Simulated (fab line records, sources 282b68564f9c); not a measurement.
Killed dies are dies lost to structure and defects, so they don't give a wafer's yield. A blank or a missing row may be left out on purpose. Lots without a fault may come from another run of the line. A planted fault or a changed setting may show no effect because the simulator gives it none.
A struck lot beside a sound one | flow rit_cmos | 14 steps out of a route of 202
Sound: wafers L986.1, L986.5, L986.6. Struck: wafers L985.3, L985.4, L985.6. The cause comes at the end.
At each step with rows: each side's tool, then ch and its chambers, then its first start. Under that, the readings that differ: sound wafers | struck wafers | difference of the means | sigmas: that difference in standard deviations of wafers without a fault.
alike: readings whose means differ by less than 2 such deviations, and words and numbers that are the same on both sides. not compared: withheld readings, readings that some wafer has no value for, bounds like >300 that may hide the same value, and numbers for which the record gives no deviation and whose values overlap.
The two part at a step that has a row with sigmas, a row that says differs or no value, or rows on one side only. Numbers that don't overlap but have no deviation are shown without sigmas and don't part them. A reading that every wafer of one side lacks parts them only if that side has two wafers or more.

first, 3 steps without rows for these wafers: RIT_NSD_EXPOSE_03 (exposes mask M9, target cd 40700 nm); RIT_NSD_PEB_04; RIT_NSD_DEVELOP_05 (develop time 50 s).
RIT_NSD_OVL_MEAS_06:
  sound on overlay-02, day 7 09:32; struck on overlay-01, day 7 01:55
  alike: NSD_OVL
then, 2 steps without rows for these wafers: RIT_NSD_HARDBAKE_07 (time 60 s); RIT_NSD_IMPLANT_08.
RIT_NSD_STRIP_09: strips in O2, time 180 s.
  sound on plasma_asher-02 ch 0,1, day 7 09:53; struck on plasma_asher-02 ch 0,1, day 7 02:19
  alike: drypump_motor_current_A
  not compared: rf_hours_counter_h
RIT_NSD_TW_MEAS_10:
  sound on film_metro-01, day 7 10:03; struck on film_metro-02, day 7 02:26
  alike: NSD_TW
then, 4 steps without rows for these wafers: RIT_PSD_HMDS_00 (prime time 60 s); RIT_PSD_COAT_01 (resist thk 1000 nm); RIT_PSD_SOFTBAKE_02 (time 60 s); RIT_PSD_EXPOSE_03 (exposes mask M10, target cd 40900 nm).
RIT_PSD_PEB_04:
  sound on litho_track-03 ch 0, day 7 10:41; struck on litho_track-01, day 7 03:06
  reading         | sound          | struck | difference                    | sigmas
  exhaust_pa (Pa) | 44.6 45.4 45.5 | - - -  | no value on the struck wafers |
  not compared: chill_plate_temp_C
then, 1 step without rows for these wafers: RIT_PSD_DEVELOP_05 (develop time 50 s).

WHERE THEY PART
Only at RIT_PSD_PEB_04, within this record.

WHY: what the simulator had put in
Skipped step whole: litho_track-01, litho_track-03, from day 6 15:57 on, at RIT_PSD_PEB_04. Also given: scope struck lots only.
